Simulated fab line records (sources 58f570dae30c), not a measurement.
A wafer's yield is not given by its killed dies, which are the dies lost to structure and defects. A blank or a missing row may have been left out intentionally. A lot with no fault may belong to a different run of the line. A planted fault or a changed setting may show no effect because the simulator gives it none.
Code-filled problem report in 8D (eight disciplines) form | flow berkeley cmos170 | the parts of the form that need people (team, actions taken, sign-off) are left out

== 1. THE PROBLEM ==
Mean V2_POLISHED_THK at UCB170_V2_THK_MEAS_04: 923.9 nm over 6 wafers in 2 lots; fault-free wafers: 1000.0 nm, standard deviation 1.2. Measured from the usual mean, that is -63 standard deviations.
Seen first at day 11 12:49 on film metro-02, wafer L201.1. The record holds 33 wafers of 11 lots with a number at this step. Rule for "out" (also "out of limits"): further than 4 standard deviations from the usual mean. The rest of the wafers with a number are treated as sound.

== 2. WHAT IT IS; WHAT IT IS NOT ==
question                    | is                           | is not
which readings at this step | V2_POLISHED_THK              | -
which lots                  | L201, L204                   | L188, L189, L190, L191, L192, L205, L206, L207, L210
which wafers of those lots  | all that have a number       | -
read on which gauges        | film metro-02, film metro-04 | -
when                        | from day 11 12:49            | up to then (15 sound wafers); but 12 sound wafers of L205, L206, L207, L210 came after

== 3. THE SUSPECTS, EACH WITH WHAT RULES IT OUT ==
Counting: a tool at any process step up to the reading remains a suspect when it ran all the lots that are out and ran no sound lot after the first of those.
- the gauge at UCB170_V2_THK_MEAS_04: ruled out. The wafers that are out were read on 2 gauges (film metro-02, film metro-04).
- rie diel-03 at UCB170_M2_ETCH_17 (etches BARC in N2/H2): ruled out as a lasting fault. After its first lot that is out, L201 (day 11 11:44), sound lots L207 ran on it.
- pecvd-02 at UCB170_V2_CVD_00 (deposits SiO2 from TEOS/O2, target thk 2000 nm, time 250 s): ruled out as a lasting fault. After its first lot that is out, L201 (day 11 12:10), sound lots L210 ran on it.
- cmp-02 at UCB170_V2_CMP_02 (polishes SiO2): kept. It processed each lot that is out, first L201 at day 11 12:26, and no sound lot thereafter; up to then, the last sound lot it processed was L191 at day 9 03:30.
After counting, what remains is cmp-02 at UCB170_V2_CMP_02.

== 4. THE CAUSE (what the simulator had put in) ==
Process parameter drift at UCB170_V2_CMP_02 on cmp-02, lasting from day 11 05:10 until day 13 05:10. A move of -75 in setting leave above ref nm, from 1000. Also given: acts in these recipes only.
This tool alone remained once counting was done.

== 5. THE CHAIN OF EFFECTS, in route order ==
Rows list readings where the struck wafers' mean (over those with a number) sits beyond 3 standard deviations from the usual. Scope: only readings with a usual standard deviation given in the record; hours: median across lots of the time from each lot's start at the first step in this table that gives one to its start at this step; sigmas: change in usual standard deviations.
hours | step                  | reading         | usual      | on struck wafers | change | sigmas
0     | UCB170_V2_THK_MEAS_04 | V2_POLISHED_THK | 1000.0 nm  | 923.9            | -76.1  | -63
1     | UCB170_V2_ETCH_14     | oes product au  | 0.882 a.u. | 0.835            | -0.047 | -3.1
Process steps it contains:
- UCB170_V2_ETCH_14: etches SiO2 in CHF3/CF4/Ar, stops on Al, target depth 1250 nm, time 291 s.

== 6. WHAT WOULD HAVE CAUGHT IT SOONER ==
In this record the first reading out of limits at a measuring or inspecting step was taken at day 11 12:49, 8 hours after the fault began at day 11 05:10.
Of the tool readings at UCB170_V2_CMP_02 for which the record gives a usual standard deviation, none was out on any struck wafer, so an alarm limit of 4 standard deviations on them would not have fired.
Among the 2 lots that are out, L204 began UCB170_V2_CMP_02 on cmp-02 after day 11 12:49. It would have been spared by a hold on the tool at that moment.
